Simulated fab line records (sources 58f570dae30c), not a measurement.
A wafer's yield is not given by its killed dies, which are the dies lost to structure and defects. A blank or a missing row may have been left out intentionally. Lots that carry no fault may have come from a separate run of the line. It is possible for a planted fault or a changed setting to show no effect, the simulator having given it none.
Lot-split experiment / flow berkeley_cmos170 / route with 331 steps; 5 lots, 23 wafers read

THE SPLIT ITSELF
At UCB170_ACTIVE_COAT_08 (resist thk 900 nm), the setting resist_thk_nm was moved away from the recipe's 900 nm on 10 of the 23 wafers read, by -2.2% to +5.6%. The other wafers ran this setting at the recipe's value.

Reading taken at the split's own step.

THE READING
KrF_of_ACTIVE_COAT_08.thk_nm (the simulator's own value, which no gauge read), in nm, at UCB170_ACTIVE_COAT_08 (resist thk 900 nm). The file gives no usual value for it. Average 898.3 nm, standard deviation 1.9 nm, over the 13 wafers here run with the recipe.

wafer=L074.1; tool, chamber at the split=litho_track-04, 0; resist_thk_nm as run, nm=922.5; against the recipe=+2.5%; KrF_of_ACTIVE_COAT_08.thk_nm, nm=922.4; against lot-mates on the recipe=+22.2
wafer=L074.2; tool, chamber at the split=litho_track-04, 0; resist_thk_nm as run, nm=900; against the recipe=recipe; KrF_of_ACTIVE_COAT_08.thk_nm, nm=902.1; against lot-mates on the recipe=-
wafer=L074.3; tool, chamber at the split=litho_track-04, 0; resist_thk_nm as run, nm=900; against the recipe=recipe; KrF_of_ACTIVE_COAT_08.thk_nm, nm=898.3; against lot-mates on the recipe=-
wafer=L074.4; tool, chamber at the split=litho_track-04, 0; resist_thk_nm as run, nm=922.5; against the recipe=+2.5%; KrF_of_ACTIVE_COAT_08.thk_nm, nm=924.4; against lot-mates on the recipe=+24.2
wafer=L074.6; tool, chamber at the split=litho_track-04, 0; resist_thk_nm as run, nm=922.5; against the recipe=+2.5%; KrF_of_ACTIVE_COAT_08.thk_nm, nm=923.4; against lot-mates on the recipe=+23.2
wafer=L075.1; tool, chamber at the split=litho_track-02, 0; resist_thk_nm as run, nm=917.4; against the recipe=+1.9%; KrF_of_ACTIVE_COAT_08.thk_nm, nm=916.7; against lot-mates on the recipe=+18.1
wafer=L075.2; tool, chamber at the split=litho_track-02, 0; resist_thk_nm as run, nm=917.4; against the recipe=+1.9%; KrF_of_ACTIVE_COAT_08.thk_nm, nm=917.4; against lot-mates on the recipe=+18.8
wafer=L075.3; tool, chamber at the split=litho_track-02, 0; resist_thk_nm as run, nm=900; against the recipe=recipe; KrF_of_ACTIVE_COAT_08.thk_nm, nm=898.6; against lot-mates on the recipe=-
wafer=L075.4; tool, chamber at the split=litho_track-02, 0; resist_thk_nm as run, nm=900; against the recipe=recipe; KrF_of_ACTIVE_COAT_08.thk_nm, nm=898.6; against lot-mates on the recipe=-
wafer=L075.5; tool, chamber at the split=litho_track-02, 0; resist_thk_nm as run, nm=917.4; against the recipe=+1.9%; KrF_of_ACTIVE_COAT_08.thk_nm, nm=917.6; against lot-mates on the recipe=+19.0
wafer=L076.1; tool, chamber at the split=litho_track-04, 0; resist_thk_nm as run, nm=900; against the recipe=recipe; KrF_of_ACTIVE_COAT_08.thk_nm, nm=896.6; against lot-mates on the recipe=-
wafer=L076.3; tool, chamber at the split=litho_track-04, 0; resist_thk_nm as run, nm=880; against the recipe=-2.2%; KrF_of_ACTIVE_COAT_08.thk_nm, nm=878.8; against lot-mates on the recipe=-17.6
wafer=L076.4; tool, chamber at the split=litho_track-04, 0; resist_thk_nm as run, nm=900; against the recipe=recipe; KrF_of_ACTIVE_COAT_08.thk_nm, nm=896.7; against lot-mates on the recipe=-
wafer=L076.5; tool, chamber at the split=litho_track-04, 0; resist_thk_nm as run, nm=900; against the recipe=recipe; KrF_of_ACTIVE_COAT_08.thk_nm, nm=896; against lot-mates on the recipe=-
wafer=L076.6; tool, chamber at the split=litho_track-04, 0; resist_thk_nm as run, nm=880; against the recipe=-2.2%; KrF_of_ACTIVE_COAT_08.thk_nm, nm=877; against lot-mates on the recipe=-19.4
wafer=L082.1; tool, chamber at the split=litho_track-04, 0; resist_thk_nm as run, nm=900; against the recipe=recipe; KrF_of_ACTIVE_COAT_08.thk_nm, nm=900.2; against lot-mates on the recipe=-
wafer=L082.3; tool, chamber at the split=litho_track-04, 0; resist_thk_nm as run, nm=900; against the recipe=recipe; KrF_of_ACTIVE_COAT_08.thk_nm, nm=895.6; against lot-mates on the recipe=-
wafer=L082.5; tool, chamber at the split=litho_track-04, 0; resist_thk_nm as run, nm=900; against the recipe=recipe; KrF_of_ACTIVE_COAT_08.thk_nm, nm=900.4; against lot-mates on the recipe=-
wafer=L083.2; tool, chamber at the split=litho_track-02, 0; resist_thk_nm as run, nm=950.3; against the recipe=+5.6%; KrF_of_ACTIVE_COAT_08.thk_nm, nm=951.2; against lot-mates on the recipe=+52.9
wafer=L083.3; tool, chamber at the split=litho_track-02, 0; resist_thk_nm as run, nm=900; against the recipe=recipe; KrF_of_ACTIVE_COAT_08.thk_nm, nm=899.9; against lot-mates on the recipe=-
wafer=L083.4; tool, chamber at the split=litho_track-02, 0; resist_thk_nm as run, nm=950.3; against the recipe=+5.6%; KrF_of_ACTIVE_COAT_08.thk_nm, nm=951.1; against lot-mates on the recipe=+52.8
wafer=L083.5; tool, chamber at the split=litho_track-02, 0; resist_thk_nm as run, nm=900; against the recipe=recipe; KrF_of_ACTIVE_COAT_08.thk_nm, nm=898.5; against lot-mates on the recipe=-
wafer=L083.6; tool, chamber at the split=litho_track-02, 0; resist_thk_nm as run, nm=900; against the recipe=recipe; KrF_of_ACTIVE_COAT_08.thk_nm, nm=896.6; against lot-mates on the recipe=-

FIT RESULTS
A straight line over all 23 wafers: KrF_of_ACTIVE_COAT_08.thk_nm changes by +9.52 nm for each +1% of resist_thk_nm; r = +1.00; the points scatter about the line by 1.6 nm.
The same after taking each lot's own level away (the mean of its wafers on the recipe; 23 wafers): +9.26 nm for each +1%; r = +1.00; scatter 1.4 nm.
That fit puts the effect of the largest move of resist_thk_nm on the reading at 52 nm.
Across the lots, their own levels run from 896.43 to 900.20 nm, a range of 2.0 times the standard deviation given above.
Consequently the slope shifts little with the lot-to-lot level, the two slopes agreeing.
Check: +51.8 nm against its lot-mates is what the line predicts for one of the wafers moved furthest among these (+5.6%) when that wafer is left out of the fit. It came out at +52.9 nm against them.

ADDITIONAL SPLITS CARRIED BY THESE WAFERS
Before the reading, these wafers also passed through other splits. Each is held against what the fit with the lots' levels taken away leaves over:
other split on the same wafers=UCB170_START_OXIDATION_02 ox_time_s; wafers away from the commonest value=15; r with KrF_of_ACTIVE_COAT_08.thk_nm (lot level and that fit taken away)=-0.05
other split on the same wafers=UCB170_NWELL_CVD_04 temp_c; wafers away from the commonest value=15; r with KrF_of_ACTIVE_COAT_08.thk_nm (lot level and that fit taken away)=+0.01
other split on the same wafers=UCB170_NWELL_PEB_10 peb_temp_c; wafers away from the commonest value=7; r with KrF_of_ACTIVE_COAT_08.thk_nm (lot level and that fit taken away)=+0.06
other split on the same wafers=UCB170_PWELL_CVD_05 temp_c; wafers away from the commonest value=15; r with KrF_of_ACTIVE_COAT_08.thk_nm (lot level and that fit taken away)=+0.08
other split on the same wafers=UCB170_PWELL_PEB_11 peb_temp_c; wafers away from the commonest value=9; r with KrF_of_ACTIVE_COAT_08.thk_nm (lot level and that fit taken away)=-0.14

FILE'S OWN FIT
KrF_of_ACTIVE_COAT_08.thk_nm changes by +9.33 nm for each +1% of resist_thk_nm, r = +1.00.
